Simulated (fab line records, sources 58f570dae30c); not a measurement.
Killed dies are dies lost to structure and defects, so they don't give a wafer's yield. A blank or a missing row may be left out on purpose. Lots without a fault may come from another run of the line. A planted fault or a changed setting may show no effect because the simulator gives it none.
Which tool did it? | flow berkeley_cmos170 | 14 lots, 42 wafers sampled, at 4 steps of a route of 331

WHAT THE GAUGES READ, wafer by wafer
UCB170_ACTIVE_THK_MEAS_06. Usual: ACTIVE_NITRIDE_THK 219.5 nm, standard deviation 2.1.
lot  | measured    | on            | ACTIVE_NITRIDE_THK (nm) | flag
L926 | day 5 08:11 | film_metro-01 | 220.1 218.3 218.4       |
L927 | day 5 15:07 | film_metro-02 | 221.2 220.7 220.2       |
L930 | day 5 19:16 | film_metro-01 | 217.1 217.5 217.1       |
L928 | day 5 19:18 | film_metro-02 | 220.1 222.9 221.2       |
L929 | day 5 19:21 | film_metro-01 | 219.0 222.6 221.1       |
L932 | day 6 04:59 | film_metro-02 | 219.2 219.0 219.7       |
L934 | day 6 17:24 | film_metro-01 | 218.2 220.8 222.6       |
L937 | day 7 12:43 | film_metro-02 | 220.7 220.8 221.4       |
L940 | day 7 22:30 | film_metro-02 | 216.2 217.7 217.2       |
L939 | day 7 22:31 | film_metro-04 | 218.5 221.4 220.0       |
L942 | day 8 14:27 | film_metro-02 | 215.1 212.7 214.7       |
L943 | day 8 14:29 | film_metro-02 | 217.8 217.7 217.1       |
L945 | day 9 03:15 | film_metro-02 | 219.8 220.3 219.1       |
L947 | day 9 13:14 | film_metro-01 | 221.8 221.3 223.4       |

UCB170_NLDD_CD_MEAS_06: target cd 1200 nm. Usual: cd_nm 1200.2 nm, standard deviation 1.5.
lot  | measured     | on        | cd_nm (nm)           | flag
L926 | day 7 16:59  | cd_sem-02 | 1198.2 1199.0 1198.9 |
L927 | day 8 06:11  | cd_sem-01 | 1202.2 1202.0 1201.9 |
L930 | day 8 04:55  | cd_sem-01 | 1201.7 1201.3 1201.1 |
L928 | day 8 06:21  | cd_sem-02 | 1199.1 1200.6 1199.2 |
L929 | day 8 06:09  | cd_sem-02 | 1198.3 1199.6 1199.9 |
L932 | day 9 00:20  | cd_sem-01 | 1200.3 1200.5 1200.6 |
L934 | day 9 05:41  | cd_sem-02 | 1202.1 1201.2 1200.5 |
L937 | day 10 02:32 | cd_sem-02 | 1199.4 1199.4 1198.4 |
L940 | day 10 14:23 | cd_sem-02 | 1202.0 1201.2 1201.9 |
L939 | day 10 15:07 | cd_sem-02 | 1200.5 1201.6 1201.3 |
L942 | day 11 02:38 | cd_sem-01 | 1200.1 1199.2 1200.7 |
L943 | day 11 02:52 | cd_sem-02 | 1198.4 1198.1 1198.1 |
L945 | day 11 21:30 | cd_sem-02 | 1200.5 1200.6 1200.8 |
L947 | day 11 23:16 | cd_sem-02 | 1201.6 1201.4 1202.4 |

WHICH TOOL RAN EACH LOT (tool, then ch and the chambers of the sampled wafers, then the start)
lot  | UCB170_NWELL_ETCH_13              | UCB170_GATE_ETCH_14
L926 | rie_diel-04 ch 1,2, day 2 19:10   | rie_diel-01 ch 2,3, day 7 12:39
L927 | rie_diel-04 ch 0,1, day 3 03:57   | rie_diel-03 ch 1,2, day 8 02:18
L930 | rie_diel-04 ch 0,2, day 3 09:29   | rie_diel-02 ch 0,2, day 8 01:49
L928 | rie_diel-03 ch 1,2, day 3 09:46   | rie_diel-02 ch 2,3, day 8 02:25
L929 | rie_diel-04 ch 0,1,2, day 3 10:10 | rie_diel-01 ch 1,2,3, day 8 02:05
L932 | rie_diel-04 ch 0,1, day 3 22:22   | rie_diel-02 ch 0,1, day 8 17:46
L934 | rie_diel-02 ch 0,1,2, day 4 10:19 | rie_diel-01 ch 1,2,3, day 9 01:06
L937 | rie_diel-02 ch 1,2,3, day 5 06:58 | rie_diel-02 ch 0,2,3, day 9 22:25
L940 | rie_diel-03 ch 0,1, day 5 21:04   | rie_diel-02 ch 1,2,3, day 10 10:24
L939 | rie_diel-04 ch 1,3, day 5 21:20   | rie_diel-01 ch 0,2,3, day 10 10:40
L942 | rie_diel-03 ch 0,1,2, day 6 06:23 | rie_diel-03 ch 0,3, day 10 23:01
L943 | rie_diel-04 ch 0,1,2, day 6 06:40 | rie_diel-01 ch 2,3, day 10 23:15
L945 | rie_diel-04 ch 0,1,2, day 6 14:58 | rie_diel-02 ch 1,2,3, day 11 15:35
L947 | rie_diel-04 ch 0,1,2, day 7 09:59 | rie_diel-03 ch 2,3, day 11 18:56
- UCB170_NWELL_ETCH_13: etches Si3N4 in CH3F/Ar/O2, stops on SiO2, target depth 246.4 nm, time 154 s.
- UCB170_GATE_ETCH_14: etches BARC in N2/H2.

WHAT THE TOOLS THEMSELVES READ (means of the sampled wafers that have a number; where no wafer has one, the mark that the record gives instead)
UCB170_NWELL_ETCH_13. Usual: CH3F_flow_sccm 19.99 sccm, standard deviation 0.057; chamber_pressure_mTorr 50.00 mTorr, standard deviation 0.048; drypump_motor_current_A 5.8 A, standard deviation 0.51; mfc_ar_sccm 49.98 sccm, standard deviation 0.15; oes_product_au 0.935 a.u., standard deviation 0.021; throttle_valve_pct 8.08 %, standard deviation 0.12.
lot  | tool        | CH3F_flow_sccm (sccm) | chamber_pressure_mTorr (mTorr) | drypump_motor_current_A (A) | mfc_ar_sccm (sccm) | oes_product_au (a.u.) | throttle_valve_pct (%) | flag
L926 | rie_diel-04 | 20.02                 | 50.01                          | 6.3                         | 49.91              | 0.929                 | 8.13                   |
L927 | rie_diel-04 | 19.98                 | 49.99                          | 5.8                         | 49.92              | 0.940                 | 8.21                   |
L930 | rie_diel-04 | 20.01                 | 49.95                          | 5.5                         | 49.94              | 0.932                 | 7.99                   |
L928 | rie_diel-03 | 20.02                 | 50.05                          | 6.0                         | 49.91              | 0.923                 | 8.10                   |
L929 | rie_diel-04 | 20.00                 | 49.99                          | 5.9                         | 50.05              | 0.927                 | 8.12                   |
L932 | rie_diel-04 | 19.92                 | 50.01                          | 5.8                         | 49.93              | 0.940                 | 8.21                   |
L934 | rie_diel-02 | 19.90                 | 49.99                          | 5.9                         | 50.03              | 0.948                 | 7.99                   |
L937 | rie_diel-02 | 20.03                 | 50.02                          | 6.2                         | 50.17              | 0.947                 | 8.07                   |
L940 | rie_diel-03 | 19.99                 | 49.96                          | 5.3                         | 50.02              | 0.959                 | 8.07                   |
L939 | rie_diel-04 | 20.00                 | 49.98                          | 6.1                         | 49.95              | 0.930                 | 8.18                   |
L942 | rie_diel-03 | 20.00                 | 50.04                          | 5.7                         | 50.06              | 0.939                 | 8.09                   |
L943 | rie_diel-04 | 20.04                 | 49.96                          | 5.9                         | 50.08              | 0.931                 | 8.11                   |
L945 | rie_diel-04 | 20.00                 | 50.01                          | 5.9                         | 50.14              | 0.923                 | 8.11                   |
L947 | rie_diel-04 | 20.01                 | 50.06                          | 5.9                         | 49.98              | 0.928                 | 8.12                   |

UCB170_GATE_ETCH_14. Usual: chamber_pressure_mTorr 29.998 mTorr, standard deviation 0.027; drypump_motor_current_A 5.7 A, standard deviation 0.56; oes_product_au 0.994 a.u., standard deviation 0.026; throttle_valve_pct 13.28 %, standard deviation 0.19.
lot  | tool        | chamber_pressure_mTorr (mTorr) | drypump_motor_current_A (A) | oes_product_au (a.u.) | throttle_valve_pct (%) | flag
L926 | rie_diel-01 | 29.987                         | 5.2                         | 1.001                 | 13.10                  |
L927 | rie_diel-03 | 30.014                         | 5.6                         | 1.012                 | 13.32                  |
L930 | rie_diel-02 | 29.985                         | 5.5                         | 1.001                 | 13.23                  |
L928 | rie_diel-02 | 30.026                         | 5.9                         | 1.006                 | 13.42                  |
L929 | rie_diel-01 | 29.998                         | 5.2                         | 1.007                 | 13.20                  |
L932 | rie_diel-02 | 30.028                         | 5.8                         | 0.977                 | 13.18                  |
L934 | rie_diel-01 | 30.001                         | 5.2                         | 1.015                 | 13.19                  |
L937 | rie_diel-02 | 29.997                         | 5.8                         | 0.998                 | 13.38                  |
L940 | rie_diel-02 | 29.985                         | 6.3                         | 0.988                 | 13.37                  |
L939 | rie_diel-01 | 31.982                         | 5.6                         | 0.988                 | 13.12                  | OFF
L942 | rie_diel-03 | 30.002                         | 5.6                         | 0.974                 | 13.31                  |
L943 | rie_diel-01 | 33.975                         | 5.5                         | 1.005                 | 13.03                  | OFF
L945 | rie_diel-02 | 29.986                         | 6.2                         | 0.990                 | 13.38                  |
L947 | rie_diel-03 | 29.987                         | 6.2                         | 0.960                 | 13.42                  |

THE ANSWER, worked out from the rows above alone
Rule: a lot is off if the mean of its wafers that have a number lies more than 3 standard deviations from the usual mean. A lot without any number at a reading at which 4 lots or more have one is off too. The other lots that the step has rows for count as sound. The gauges are gone through in route order, then the tools' own readings, and for those a lot's mean is taken as printed above. The first step at which some lot is off is used, and at that step the reading that is off furthest; a lot without a number counts as furthest.
Off: L939, L943, at UCB170_GATE_ETCH_14 (chamber_pressure_mTorr).
A tool fits if, at that step or a process step before it, it ran every lot that is off, and no sound lot after the first of them. One fits: rie_diel-01 at UCB170_GATE_ETCH_14. Its last sound lot is L934 (day 9 01:06), its first lot that is off L939 (day 10 10:40): a fault that began between those two fits.
The tool's own readings at UCB170_GATE_ETCH_14 bear it out: on the lots that are off they differ by more than 5 times the standard deviation of the sound lots' means. chamber_pressure_mTorr reads 32.978 mTorr there against 30.000 mTorr on the sound lots.

WHAT THE SIMULATOR HAD PUT IN
Process parameter drift: rie_diel-01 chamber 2, from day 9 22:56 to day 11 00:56, at UCB170_GATE_ETCH_14. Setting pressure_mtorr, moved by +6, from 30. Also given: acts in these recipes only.
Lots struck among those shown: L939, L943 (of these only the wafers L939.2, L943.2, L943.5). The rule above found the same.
